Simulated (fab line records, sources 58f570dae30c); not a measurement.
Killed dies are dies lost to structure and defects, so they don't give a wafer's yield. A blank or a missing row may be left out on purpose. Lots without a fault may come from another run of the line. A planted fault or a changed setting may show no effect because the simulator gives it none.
Which tool did it? | flow berkeley_cmos170 | 7 lots, 21 wafers sampled, at 2 steps of a route of 331

WHAT THE GAUGES READ, wafer by wafer
UCB170_NWELL_THK_MEAS_05.
lot  | measured    | on            | NWELL_NITRIDE_THK (nm)
L436 | day 2 08:36 | film_metro-01 | 220.5 223.4 221.0
L439 | day 2 23:17 | film_metro-01 | 222.5 225.0 222.8
L441 | day 3 11:00 | film_metro-03 | 226.6 228.0 228.7
L444 | day 4 08:31 | film_metro-03 | 221.7 223.3 223.9
L447 | day 4 21:18 | film_metro-02 | 219.8 220.2 221.5
L455 | day 6 17:00 | film_metro-01 | 186.8 186.3 187.9
L458 | day 7 03:46 | film_metro-03 | 219.8 220.6 221.5

WHICH TOOL RAN EACH LOT (tool, then ch and the chambers of the sampled wafers, then the start)
lot  | UCB170_NWELL_CVD_04
L436 | lpcvd-02 ch 0, day 2 06:40
L439 | lpcvd-01 ch 0, day 2 21:21
L441 | lpcvd-02 ch 0, day 3 09:04
L444 | lpcvd-01 ch 1, day 4 05:37
L447 | lpcvd-01 ch 0, day 4 19:21
L455 | lpcvd-01 ch 0, day 6 15:04
L458 | lpcvd-02 ch 0, day 7 01:50
- UCB170_NWELL_CVD_04: deposits Si3N4 from SiH2Cl2/NH3, target thk 224 nm, time 3360 s.

THE ANSWER, worked out from the rows above alone
Rule: what is usual is taken from the lots themselves. Put in order of their means at a reading, lots are off if they are a third of the lots or fewer, leave a main group of 4 or more, and stand apart from it by a gap of 3 or more times the standard deviation of the main group's means; of several such gaps the widest counts. A main group whose means are all the same, to the digits that the tables above print for the reading, isn't used. A lot without any number at a reading at which 4 lots or more have one is off too. The other lots that the step has rows for count as sound.
Off: L455, at UCB170_NWELL_THK_MEAS_05 (NWELL_NITRIDE_THK). The main group: mean 222.8 nm, standard deviation 2.5.
A tool fits if, at a process step before that reading, it ran every lot that is off, and no sound lot after the first of them. The gauges at UCB170_NWELL_THK_MEAS_05 are tried like those tools. Can't be told from this: 2 tools fit, lpcvd-01 at UCB170_NWELL_CVD_04, film_metro-01 at UCB170_NWELL_THK_MEAS_05.

WHAT THE SIMULATOR HAD PUT IN
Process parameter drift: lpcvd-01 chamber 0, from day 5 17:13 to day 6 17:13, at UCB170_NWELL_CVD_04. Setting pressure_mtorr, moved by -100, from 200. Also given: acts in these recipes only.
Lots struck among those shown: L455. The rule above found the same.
